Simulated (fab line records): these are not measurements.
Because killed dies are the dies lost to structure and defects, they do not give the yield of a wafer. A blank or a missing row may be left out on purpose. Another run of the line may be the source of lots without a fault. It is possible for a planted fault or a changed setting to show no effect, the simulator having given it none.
Comparing a struck lot with a sound one + flow ritCmos + 17 out of 202 route steps
Sound: wafers L998.3, L998.5, L998.6. Wafers struck: L104.2, L104.4, L104.5. Last of all comes the cause.
Order at every step that has rows: each side's tool, ch and its chambers, its first start. Under that, the readings that differ: sound wafers + struck wafers + difference of the means + sigmas: that difference in standard deviations of wafers without a fault.
alike: same words and numbers on both sides, and readings whose means sit less than 2 such deviations apart. not compared: any withheld reading, any reading some wafer has no value for, any bound like >300 that may hide the same value, and any number with overlapping values for which the record gives no deviation.
The two part at a step that has a row with sigmas, a row that says differs or no value, or rows on one side only. Non-overlapping numbers with no deviation appear without sigmas and do not part them. A reading that every wafer of one side lacks parts them only if that side has two wafers or more.

RIT_PWELL_TW_MEAS_10:
  sound: filmMetro-03 at day 3 02:46; struck: filmMetro-04 at day 4 07:10
  alike: PWELL_TW
then, 1 step without rows for these wafers: RIT_WELLDRIVE_ANNEAL_00 (time 14700 s).
RIT_WELLDRIVE_RS_MEAS_01: measures by four-point-probe.
  sound: filmMetro-03 at day 3 08:42; struck: filmMetro-03 at day 4 13:08
| reading           | sound             | struck            | difference | sigmas |
|-------------------|-------------------|-------------------|------------|--------|
| NWELL_RS (ohm/sq) | 276.5 275.8 276.9 | 274.9 274.0 274.7 | -1.9       | -3     |
RIT_WELLDRIVE_RS_MEAS_02: measures by four-point-probe.
  sound: filmMetro-03 at day 3 08:49; struck: filmMetro-03 at day 4 13:16
  alike: PWELL_RS
then, 6 steps without rows for these wafers: RIT_NRETRO_HMDS_00 (prime time 60 s); RIT_NRETRO_COAT_01 (resist thk 1300 nm); RIT_NRETRO_SOFTBAKE_02 (time 60 s); RIT_NRETRO_EXPOSE_03 (exposes mask M4, target cd 43900 nm); RIT_NRETRO_PEB_04; RIT_NRETRO_DEVELOP_05 (develop time 68 s).
RIT_NRETRO_OVL_MEAS_06:
  sound: overlay-02 at day 3 09:55; struck: overlay-02 at day 4 14:28
  alike: NRETRO_OVL
then, 1 step without rows for these wafers: RIT_NRETRO_HARDBAKE_07 (time 120 s).
RIT_NRETRO_IMPLANT_08:
  sound on implanter-02 ch 0, day 3 10:14; struck on implanter-02 ch 0, day 4 14:47
| reading          | sound                          | struck                           | difference  | sigmas      |
|------------------|--------------------------------|----------------------------------|-------------|-------------|
| doseIonsCm2      | 9.995e+12 9.982e+12 1.0009e+13 | 1.3711e+13 1.3697e+13 1.3691e+13 | +3.7043e+12 | +99 or more |
| faradayCurrentUA | 31.0 31.7 30.9                 | 44.5 45.3 43.0                   | +13.1       | +18         |
RIT_NRETRO_STRIP_09: strips in O2, time 180 s.
  sound on plasmaAsher-03 ch 0,1, day 3 10:24; struck on plasmaAsher-02 ch 1, day 4 14:54
  alike: drypumpMotorCurrentA
  not compared: rfHoursCounterH
RIT_NRETRO_TW_MEAS_10:
  sound: filmMetro-04 at day 3 10:32; struck: filmMetro-01 at day 4 15:05
| reading   | sound          | struck         | difference | sigmas |
|-----------|----------------|----------------|------------|--------|
| NRETRO_TW | 1061 1064 1064 | 1157 1159 1155 | +94        | +11    |
then, 1 step without rows for these wafers: RIT_PRETRO_HMDS_00 (prime time 60 s).
RIT_M1_PROBE_99:
  sound: prober-02 at day 4 14:58; struck: prober-02 at day 5 19:17
| reading                             | sound             | struck            | difference | sigmas |
|-------------------------------------|-------------------|-------------------|------------|--------|
| model.etest.pmos_0p3.rOnOhmUm       | 6073 5992 6006    | 6736 6906 6801    | +791       |        |
| model.etest.pmosTurned.rOnOhmUm     | 3248 3259 3259    | 3757 3839 3762    | +531       |        |
| model.etest.pmos_0p15.rOnOhmUm      | 2632 2642 2654    | 2981 3017 3003    | +358       |        |
| model.etest.pmos_0p15.driveUaUm     | 272.7 269.3 271.6 | 228.8 220.1 227.1 | -45.9      |        |
| model.etest.pmosTurned.driveUaUm    | 208.5 203.1 207.3 | 164.3 155.6 162.6 | -45.5      |        |
| model.etest.pmosNarrow.driveUaUm    | 105.7 106.2 106.4 | 89.95 87.26 88.53 | -17.52     |        |
| model.etest.pmos_0p3.driveUaUm      | 105.8 106.7 106.7 | 88.62 86 87.68    | -18.97     |        |
| model.etest.wellEdgeRight.lineOhmUm | 183.8 182.6 181.7 | 176 175.9 177.8   | -6         |        |
  alike: killedAtFrontEnd, killedDies, killedOpen, killedShort

== WHERE THEY PART ==
Last at RIT_NRETRO_TW_MEAS_10 as far as this record goes, first at RIT_WELLDRIVE_RS_MEAS_01. Later steps at which nothing parts them and some readings are alike: RIT_M1_PROBE_99.

WHY: what the simulator had put in
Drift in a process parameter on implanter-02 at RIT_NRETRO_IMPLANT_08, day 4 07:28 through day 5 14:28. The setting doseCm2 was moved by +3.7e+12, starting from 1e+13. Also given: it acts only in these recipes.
